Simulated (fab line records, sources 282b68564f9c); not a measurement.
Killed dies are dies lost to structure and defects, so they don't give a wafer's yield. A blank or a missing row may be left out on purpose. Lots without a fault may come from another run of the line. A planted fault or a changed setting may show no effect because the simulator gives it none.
Split-lot experiment | flow rit_cmos | 5 lots, 23 wafers read, on a route of 202 steps

THE SPLIT
At RIT_M1_COAT_04 (resist thk 1300 nm), the setting resist_thk_nm was moved away from the recipe's 1300 nm on 5 of the 23 wafers read, by +2.5% to +3.5%. The other wafers ran this setting at the recipe's value.

FROM THE SPLIT TO THE READING: what the file shows between them, 2 steps
- RIT_M1_SOFTBAKE_05: time 60 s
- RIT_M1_EXPOSE_06: exposes mask M12, target cd 2600 nm

THE READING
NOVOLAK_of_M1_COAT_04.thk_nm (the simulator's own value, which no gauge read), in nm, at RIT_M1_HARDBAKE_11 (time 120 s). The file gives no usual value for it. The 18 wafers here that ran the recipe average 1139 nm, standard deviation 3.2 nm.

wafer  | tool, chamber at the split | resist_thk_nm as run, nm | against the recipe | NOVOLAK_of_M1_COAT_04.thk_nm, nm | against lot-mates on the recipe
L080.2 | litho_track-04, 0          | 1300                     | recipe             | 1137                             | -
L080.3 | litho_track-04, 0          | 1300                     | recipe             | 1137                             | -
L080.4 | litho_track-04, 0          | 1300                     | recipe             | 1138                             | -
L080.5 | litho_track-04, 0          | 1300                     | recipe             | 1138                             | -
L080.6 | litho_track-04, 0          | 1300                     | recipe             | 1138                             | -
L081.1 | litho_track-04, 0          | 1300                     | recipe             | 1134                             | -
L081.2 | litho_track-04, 0          | 1300                     | recipe             | 1138                             | -
L081.3 | litho_track-04, 0          | 1300                     | recipe             | 1135                             | -
L081.5 | litho_track-04, 0          | 1300                     | recipe             | 1137                             | -
L081.6 | litho_track-04, 0          | 1300                     | recipe             | 1137                             | -
L082.1 | litho_track-03, 0          | 1300                     | recipe             | 1138                             | -
L082.3 | litho_track-03, 0          | 1346                     | +3.5%              | 1179                             | +41
L082.4 | litho_track-03, 0          | 1346                     | +3.5%              | 1175                             | +37
L082.5 | litho_track-03, 0          | 1300                     | recipe             | 1137                             | -
L082.6 | litho_track-03, 0          | 1300                     | recipe             | 1140                             | -
L083.1 | litho_track-04, 0          | 1300                     | recipe             | 1146                             | -
L083.3 | litho_track-04, 0          | 1300                     | recipe             | 1145                             | -
L083.5 | litho_track-04, 0          | 1300                     | recipe             | 1144                             | -
L085.1 | litho_track-03, 0          | 1333                     | +2.5%              | 1167                             | +30
L085.2 | litho_track-03, 0          | 1333                     | +2.5%              | 1166                             | +28
L085.3 | litho_track-03, 0          | 1333                     | +2.5%              | 1166                             | +28
L085.5 | litho_track-03, 0          | 1300                     | recipe             | 1136                             | -
L085.6 | litho_track-03, 0          | 1300                     | recipe             | 1139                             | -

THE FIT
A straight line over all 23 wafers: NOVOLAK_of_M1_COAT_04.thk_nm changes by +10.9 nm for each +1% of resist_thk_nm; r = +0.98; the points scatter about the line by 3 nm.
The same after taking each lot's own level away (the mean of its wafers on the recipe; 23 wafers): +11.1 nm for each +1%; r = +1.00; scatter 1.3 nm.
On that fit, the largest move of resist_thk_nm shifts the reading by 39 nm.
The lots' own levels span 1136.2 to 1145.0 nm, that is 2.8 times the standard deviation above.
So the lot-to-lot level changes the slope little: the two slopes agree.
Check: with one of the wafers moved furthest among these (+3.5%) left out of the fit, the line predicts +38.8 nm for it against its lot-mates. It came out at +40.7 nm against them.

OTHER SPLITS ON THESE WAFERS
These wafers also went through other splits before the reading. Each is held against what the fit with the lots' levels taken away leaves over:
other split on the same wafers  | wafers away from the commonest value | r with NOVOLAK_of_M1_COAT_04.thk_nm (lot level and that fit taken away)
RIT_NLDD_IMPLANT_08 dose_cm2    | 10                                   | -0.20
RIT_SPACER_CVD_03 nh3_flow_sccm | 15                                   | +0.15
RIT_NSD_SOFTBAKE_02 temp_c      | 6                                    | -0.06
RIT_PSD_IMPLANT_08 dose_cm2     | 11                                   | -0.04
RIT_SILICIDE_SPUTTER_01 power_w | 10                                   | +0.07

THE WHOLE CHAIN: every reading that the file lists as answering this split, in the file's order
step               | what it does       | reading                                                                       | change (the file's fit)              | r (the file's)
RIT_M1_COAT_04     | resist thk 1300 nm | NOVOLAK_of_M1_COAT_04.thk_nm (the simulator's own value, which no gauge read) | +12.8 nm for each +1% of the setting | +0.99
RIT_M1_HARDBAKE_11 | time 120 s         | NOVOLAK_of_M1_COAT_04.thk_nm (the simulator's own value, which no gauge read) | +11 nm for each +1% of the setting   | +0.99

THE FILE'S OWN FIT
NOVOLAK_of_M1_COAT_04.thk_nm changes by +11 nm for each +1% of resist_thk_nm, r = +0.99.
